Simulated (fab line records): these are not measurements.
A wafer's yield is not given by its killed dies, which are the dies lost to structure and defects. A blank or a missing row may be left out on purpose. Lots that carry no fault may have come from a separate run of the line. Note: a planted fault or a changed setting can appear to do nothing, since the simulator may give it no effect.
Struck lot and sound lot, side by side / flow ritCmos / 16 out of 202 route steps
Sound: these wafers, L278.3, L278.4, L278.5. Wafers L288.1, L288.3, L288.5 were the ones struck. The cause is named last.
Order at every step that has rows: each side's tool, ch and its chambers, its first start. Under that, the readings that differ: sound wafers / struck wafers / difference of the means / sigmas: that difference in standard deviations of wafers without a fault.
alike: same words and numbers on both sides, and readings whose means sit less than 2 such deviations apart. not compared: any withheld reading, any reading some wafer has no value for, any bound like >300 that may hide the same value, and any number with overlapping values for which the record gives no deviation.
Wherever a step has rows on one side only, a row that says differs or no value, or a row with sigmas, the two part there. Numbers that don't overlap but have no deviation are shown without sigmas and don't part them. A reading missing from all wafers of one side parts the sides only when that side holds two or more wafers.

first, 4 steps without rows for these wafers: RIT_ACTIVE_SOFTBAKE_07 (time 60 s); RIT_ACTIVE_EXPOSE_08 (exposes mask M1, target cd 1400 nm); RIT_ACTIVE_PEB_09; RIT_ACTIVE_DEVELOP_10 (develop time 50 s).
RIT_ACTIVE_CD_MEAS_11 targets a cd of 1400 nm.
  struck on cdSem-02, day 5 08:34; sound on cdSem-01, day 3 06:57
  alike: cdNm
then, 1 step without rows for these wafers: RIT_ACTIVE_HARDBAKE_12 (time 60 s).
RIT_ACTIVE_ETCH_13: etches Si3N4 in SF6, stops on SiO2, time 210 s, target depth 210 nm.
  sound on rieDiel-01 ch 1,2,3, day 3 07:11; struck on rieDiel-01 ch 2,3, day 5 08:50
  alike: SF6_flow_sccm, chamberPressureMTorr, drypumpMotorCurrentA, oesProductAu, throttleValvePct
  not compared: rfHoursCounterH
RIT_ACTIVE_STRIP_14: strips in O2, time 180 s.
  sound on plasmaAsher-01 ch 0,1, day 3 07:23; struck on plasmaAsher-01 ch 0, day 5 08:58
  alike: chamberPressureMTorr, drypumpMotorCurrentA
  not compared: rfHoursCounterH
RIT_ACTIVE_CD_MEAS_90 targets a cd of 1400 nm.
  struck on cdSem-01, day 5 09:08; sound on cdSem-02, day 3 07:32
  alike: cdNm
then, 3 steps without rows for these wafers: RIT_ACTIVE_CLEAN_15 (cleans in SC1, time 600 s); RIT_ACTIVE_CLEAN_16 (cleans in dHF, time 30 s); RIT_ACTIVE_CLEAN_17 (cleans in SC2, time 600 s).
RIT_FOX1_OXIDATION_00: target thk 350.7 nm, ox time 1130 s.
  sound on furnace-01 ch 0, day 3 11:43; struck on furnace-04 ch 0, day 5 11:37
reading=spikeTcCentreC (C); sound=1102.8 1100.5 1101.5; struck=1062.0 1060.1 1062.4; difference=-40.1; sigmas=-33
reading=spikeTcLoadC (C); sound=1128.1 1129.9 1131.0; struck=1087.2 1086.2 1087.2; difference=-42.8; sigmas=-29
reading=spikeTcSourceC (C); sound=1119 1120 1121; struck=1092 1093 1090; difference=-28; sigmas=-6
reading=tubeCenterTempC (C); sound=1100 1099.9 1099.9; struck=1059.9 1059.9 1059.9; difference=-40.0; sigmas=-99 or more
reading=tube_center_temp_C_max; sound=1102.6 1102.3 1102.7; struck=1062.9 1062.7 1062.3; difference=-39.9; sigmas=-89
reading=zonePowerLoadPct (%); sound=47.3 47.6 47.6; struck=43.0 42.5 42.5; difference=-4.8; sigmas=-5
reading=model.SiO2_of_FOX1_OXIDATION_00.thkNm (nm); sound=352.9 356.6 366.7; struck=275.8 276 278.8; difference=-81.9; sigmas=
RIT_FOX1_THK_MEAS_01:
  struck on filmMetro-01, day 5 12:56; sound on filmMetro-01, day 3 13:02
reading=FOX1_OXIDE_THK (nm); sound=353 357 367; struck=276 276 279; difference=-82; sigmas=-14
then, 1 step without rows for these wafers: RIT_FOX1_WET_ETCH_02 (etches SiO2 in BOE, target depth 350 nm, time 390 s).
-- the record jumps here: 2 days lie between the struck wafers' starts before and after (it left off in module FOX1 and takes up again in module M1, whose first step shown is number 202 of the route) --
RIT_M1_PROBE_99:
  struck on prober-02, day 7 21:18; sound on prober-01, day 5 09:53
reading=model.etest.pplusSal.widthNm (nm); sound=3457 3462 3444; struck=3512 3512 3495; difference=+52; sigmas=
reading=model.etest.nplusSal.widthNm (nm); sound=3465 3450 3436; struck=3503 3515 3497; difference=+55; sigmas=
reading=model.etest.pldd.widthNm (nm); sound=3172 3178 3185; struck=3243 3238 3224; difference=+57; sigmas=
reading=model.etest.nldd.widthNm (nm); sound=3193 3179 3188; struck=3217 3231 3227; difference=+38; sigmas=
  alike: killedAtContacts, killedAtFrontEnd, killedDies, killedOpen, killedShort
  not compared: model.etest.pmosNarrow.driveUaUm

WHERE THEY PART
Earliest at RIT_FOX1_OXIDATION_00; latest, in this record, at RIT_FOX1_THK_MEAS_01. Later steps at which nothing parts them and some readings are alike: RIT_M1_PROBE_99.

WHY: whatever the simulator had introduced
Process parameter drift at RIT_FOX1_OXIDATION_00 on furnace-04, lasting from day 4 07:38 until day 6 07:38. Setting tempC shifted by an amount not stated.
